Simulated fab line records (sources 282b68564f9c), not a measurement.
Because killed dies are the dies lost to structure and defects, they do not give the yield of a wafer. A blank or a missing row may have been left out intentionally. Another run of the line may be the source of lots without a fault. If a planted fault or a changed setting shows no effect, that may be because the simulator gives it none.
A lot that was struck, set against a sound lot	flow rit_cmos	16 out of 202 route steps
Sound: wafers L543.3, L543.5, L543.6. Struck: wafers L558.3, L558.5, L558.6. The cause is named last.
At each step with rows: each side's tool, then ch and its chambers, then its first start. Under that, the readings that differ: sound wafers	struck wafers	difference of the means	sigmas: that difference in standard deviations of wafers without a fault.
alike: words and numbers the same on both sides, and readings whose means are apart by under 2 such deviations; not compared: readings that were withheld, readings missing a value for some wafer, numbers with overlapping values and no deviation given by the record, and bounds like >300 which may hide the same value.
The two part at a step that has a row with sigmas, a row that says differs or no value, or rows on one side only. Numbers that have no deviation but don't overlap get no sigmas and don't part them. Lack of a reading on every wafer of one side parts them only where that side has two or more wafers.

RIT_ACTIVE_BOW_MEAS_00:
  sound on film_metro-03, day 1 15:02; struck on film_metro-03, day 4 18:02
  alike: INCOMING_BOW
then, 1 step without rows for these wafers: RIT_ACTIVE_OXIDATION_01 (target thk 46.8 nm, ox time 3360 s).
RIT_ACTIVE_THK_MEAS_02:
  sound on film_metro-04, day 1 17:04; struck on film_metro-01, day 4 20:04
  alike: ACTIVE_OXIDE_THK
then, 1 step without rows for these wafers: RIT_ACTIVE_CVD_03 (deposits Si3N4 from SiH2Cl2/NH3, target thk 150 nm, time 1500 s).
RIT_ACTIVE_THK_MEAS_04:
  sound on film_metro-01, day 1 18:33; struck on film_metro-04, day 4 21:33
  alike: ACTIVE_NITRIDE_THK
then, 3 steps without rows for these wafers: RIT_ACTIVE_HMDS_05 (prime time 60 s); RIT_ACTIVE_COAT_06 (resist thk 1000 nm); RIT_ACTIVE_SOFTBAKE_07 (time 60 s).
RIT_ACTIVE_EXPOSE_08: exposes mask M1, target cd 1400 nm.
  sound on iline_stepper-02 ch 0, day 1 19:23; struck on iline_stepper-02 ch 0, day 4 22:05
reading	sound	struck	difference	sigmas
exposure_dose_mJ_cm2	224.54 224.96 224.76	216.64 217.15 216.99	-7.83	-36
  alike: mask, focus_offset_nm, reticle_temp_C
then, 2 steps without rows for these wafers: RIT_ACTIVE_PEB_09; RIT_ACTIVE_DEVELOP_10 (develop time 50 s).
RIT_ACTIVE_CD_MEAS_11: target cd 1400 nm.
  sound on cd_sem-02, day 1 19:47; struck on cd_sem-01, day 4 22:43
reading	sound	struck	difference	sigmas
cd_nm (nm)	1399.1 1401.6 1399.4	1410.0 1410.1 1413.4	+11.1	+5
then, 1 step without rows for these wafers: RIT_ACTIVE_HARDBAKE_12 (time 60 s).
RIT_ACTIVE_ETCH_13: etches Si3N4 in SF6, stops on SiO2, time 210 s, target depth 210 nm.
  sound on rie_diel-04 ch 1,2,3, day 1 20:01; struck on rie_diel-02 ch 1,2, day 4 22:56
reading	sound	struck	difference	sigmas
model.ACTIVE.cd_nm (nm)	1399 1402 1399	1410 1410 1413	+11	
  alike: drypump_motor_current_A, oes_product_au, rf_fwd_power_W, throttle_valve_pct
  not compared: rf_hours_counter_h
RIT_ACTIVE_STRIP_14: strips in O2, time 180 s.
  sound on plasma_asher-01 ch 0,1, day 1 20:13; struck on plasma_asher-01 ch 0,1, day 4 23:08
  alike: drypump_motor_current_A
  not compared: rf_hours_counter_h
-- the record jumps here: 2 days lie between the struck wafers' starts before and after (it left off in module ACTIVE and takes up again in module M1, whose first step shown is number 202 of the route) --
RIT_M1_PROBE_99:
  sound on prober-02, day 3 18:17; struck on prober-01, day 7 03:17
  alike: killed_at_contacts, killed_at_front_end, killed_dies, killed_open, killed_short

== WHERE THEY PART ==
First at RIT_ACTIVE_EXPOSE_08; last, within this record, at RIT_ACTIVE_CD_MEAS_11. Later steps at which nothing parts them and some readings are alike: RIT_ACTIVE_ETCH_13, RIT_ACTIVE_STRIP_14, RIT_M1_PROBE_99.

WHY: whatever the simulator had introduced
Process parameter drift: iline_stepper-02, from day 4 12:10 on, at RIT_ACTIVE_EXPOSE_08. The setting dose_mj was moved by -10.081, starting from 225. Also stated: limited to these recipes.
